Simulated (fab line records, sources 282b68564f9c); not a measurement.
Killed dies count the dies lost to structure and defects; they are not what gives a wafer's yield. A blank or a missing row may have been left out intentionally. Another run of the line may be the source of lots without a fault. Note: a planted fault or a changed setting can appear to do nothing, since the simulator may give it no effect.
Struck lot and sound lot, side by side ; flow rit_cmos ; 28 out of 202 route steps
Sound: wafers L598.3, L598.4, L598.6. Struck: wafers L602.1, L602.3, L602.5. The cause is named last.
Order at every step that has rows: each side's tool, ch and its chambers, its first start. Under that, the readings that differ: sound wafers ; struck wafers ; difference of the means ; sigmas: that difference in standard deviations of wafers without a fault.
alike: readings with means less than 2 such deviations apart, plus words and numbers identical on both sides. not compared: withheld readings, readings lacking a value on some wafer, bounds such as >300 that could conceal the same value, and numbers that have no deviation in the record and whose values overlap.
A row with sigmas, a row that says differs or no value, or rows on one side alone: a step with any of these is where the two part. When numbers do not overlap yet have no deviation, they are printed without sigmas and do not part them. A reading missing from all wafers of one side parts the sides only when that side holds two or more wafers.

RIT_FOX2_THK_MEAS_01:
  struck on film_metro-03, day 4 02:11; sound on film_metro-02, day 3 07:11
  alike: FOX2_OXIDE_THK
then, 2 steps without rows for these wafers: RIT_FOX2_CLEAN_02 (cleans in dHF, time 180 s); RIT_FOX2_WET_ETCH_03 (etches Si3N4 in H3PO4, target depth 195 nm, time 2700 s).
RIT_FOX2_THK_MEAS_90:
  struck on film_metro-03, day 4 03:09; sound on film_metro-04, day 3 08:04
  alike: FIELD_OXIDE_LEFT_1_THK
then, 6 steps without rows for these wafers: RIT_NWELL_HMDS_00 (prime time 60 s); RIT_NWELL_COAT_01 (resist thk 1300 nm); RIT_NWELL_SOFTBAKE_02 (time 60 s); RIT_NWELL_EXPOSE_03 (exposes mask M2, target cd 43900 nm); RIT_NWELL_PEB_04; RIT_NWELL_DEVELOP_05 (develop time 68 s).
RIT_NWELL_OVL_MEAS_06:
  struck on overlay-01, day 4 04:13; sound on overlay-02, day 3 09:00
  alike: NWELL_OVL
then, 1 step without rows for these wafers: RIT_NWELL_HARDBAKE_07 (time 120 s).
RIT_NWELL_IMPLANT_08:
  sound on implanter-04 ch 0, day 3 09:19; struck on implanter-04 ch 0, day 4 04:30
reading;sound;struck;difference;sigmas
dose_ions_cm2;5.002e+13 5e+13 4.998e+13;7.998e+13 8.003e+13 8.004e+13;+3.002e+13;+99 or more
faraday_current_uA;162 160 162;244 255 248;+88;+28
RIT_NWELL_STRIP_09: strips in O2, time 180 s.
  sound on plasma_asher-02 ch 0,1, day 3 09:29; struck on plasma_asher-03 ch 0,1, day 4 04:39
  alike: drypump_motor_current_A
  not compared: rf_hours_counter_h
RIT_NWELL_TW_MEAS_10:
  struck on film_metro-02, day 4 05:07; sound on film_metro-01, day 3 09:37
reading;sound;struck;difference;sigmas
NWELL_TW;2145 2133 2133;2495 2502 2508;+365;+40
  not compared: hold
then, 5 steps without rows for these wafers: RIT_PWELL_COAT_01 (resist thk 1300 nm); RIT_PWELL_SOFTBAKE_02 (time 60 s); RIT_PWELL_EXPOSE_03 (exposes mask M3, target cd 43700 nm); RIT_PWELL_PEB_04; RIT_PWELL_DEVELOP_05 (develop time 68 s).
RIT_PWELL_OVL_MEAS_06:
  struck on overlay-01, day 4 08:09; sound on overlay-01, day 3 10:41
reading;sound;struck;difference;sigmas
PWELL_OVL (nm);-2.2 -2.9 -1.8;1.4 0.2 0.8;+3.1;+3
then, 2 steps without rows for these wafers: RIT_PWELL_HARDBAKE_07 (time 120 s); RIT_PWELL_IMPLANT_08.
RIT_PWELL_STRIP_09: strips in O2, time 180 s.
  sound on plasma_asher-04 ch 0,1, day 3 11:10; struck on plasma_asher-03 ch 0, day 4 09:02
reading;sound;struck;difference;sigmas
drypump_motor_current_A (A);6.3 5.8 6.3;5.1 5.1 5.2;-1.0;-3
  not compared: rf_hours_counter_h
RIT_PWELL_TW_MEAS_10:
  struck on film_metro-01, day 4 09:12; sound on film_metro-02, day 3 11:17
  alike: PWELL_TW
then, 1 step without rows for these wafers: RIT_WELLDRIVE_ANNEAL_00 (time 14700 s).
RIT_WELLDRIVE_RS_MEAS_01: the measuring method here is four-point-probe.
  struck on film_metro-03, day 4 15:42; sound on film_metro-02, day 3 16:28
reading;sound;struck;difference;sigmas
NWELL_RS (ohm/sq);275.4 275.4 275.6;209.1 208.8 208.7;-66.6;-91
  not compared: hold
RIT_M1_PROBE_99:
  rows exist in the record for the sound wafers here (prober-01, day 4 23:13), none for the struck ones

WHERE THEY PART
At RIT_NWELL_IMPLANT_08 first; at RIT_M1_PROBE_99 last (within this record only).

WHY: the cause the simulator had injected
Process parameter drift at RIT_NWELL_IMPLANT_08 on implanter-04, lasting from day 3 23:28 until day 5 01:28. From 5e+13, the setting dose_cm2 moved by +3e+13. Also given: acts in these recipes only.
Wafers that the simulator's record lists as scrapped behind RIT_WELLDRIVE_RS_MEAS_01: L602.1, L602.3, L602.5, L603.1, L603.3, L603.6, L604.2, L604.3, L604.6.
